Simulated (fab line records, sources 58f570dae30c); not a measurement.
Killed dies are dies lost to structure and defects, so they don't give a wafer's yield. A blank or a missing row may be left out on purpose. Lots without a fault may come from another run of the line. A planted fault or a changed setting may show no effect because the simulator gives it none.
Chamber matching | flow berkeley_cmos170 | UCB170_CONTACT_ETCH_18 on rie_diel-04: 4 sister chambers
The step etches PSG in CHF3/CF4/Ar, stops on TiSi2, target depth 840 nm, time 195 s. 8 wafers are shown with their chamber, then 7 later ones without.

WAFERS WITH THEIR CHAMBER
wafer  | chamber | throttle_valve_pct (%) | drypump_motor_current_A (A)
L145.1 | 3       | 7.01                   | 5.3
L145.3 | 1       | 6.93                   | 5.3
L145.4 | 0       | 6.94                   | 5.0
L151.1 | 3       | 7.02                   | 5.3
L151.5 | 1       | 6.92                   | 5.3
L151.6 | 2       | 6.89                   | 5.0
L153.2 | 2       | 6.91                   | 5.1
L153.3 | 0       | 6.93                   | 5.0

WAFERS WITHOUT THEIR CHAMBER
wafer  | throttle_valve_pct (%) | drypump_motor_current_A (A)
L153.6 | 6.91                   | 5.2
L163.3 | 6.90                   | 5.0
L163.4 | 7.03                   | 5.3
L163.6 | 7.02                   | 5.3
L165.2 | 6.93                   | 5.3
L165.3 | 6.93                   | 5.0
L165.4 | 7.01                   | 5.3

WHICH CHAMBER EACH WENT THROUGH
wafer  | from the rows above     | in truth
L153.6 | can't be placed: 1 or 2 | 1
L163.3 | 2                       | 2
L163.4 | 3                       | 3
L163.6 | 3                       | 3
L165.2 | 1                       | 1
L165.3 | 0                       | 0
L165.4 | 3                       | 3
Placed correctly: 6 of 7. Can't be placed from these rows: 1 (the true chamber is among the candidates in 1). Placed wrongly: 0.
How it was worked out, from the rows above alone: a wafer's distance from a chamber is the root of the sum, over the readings, of the square of ((its reading less the chamber's mean) divided by the reading's scatter). The wafer belongs to the nearest chamber; if the next one is less than 2 further off, it can't be placed. A chamber's mean is the mean of its shown wafers. The scatter: the root of (the sum of the squares of (reading less its chamber's mean) over the shown wafers, divided by (wafers less chambers)).
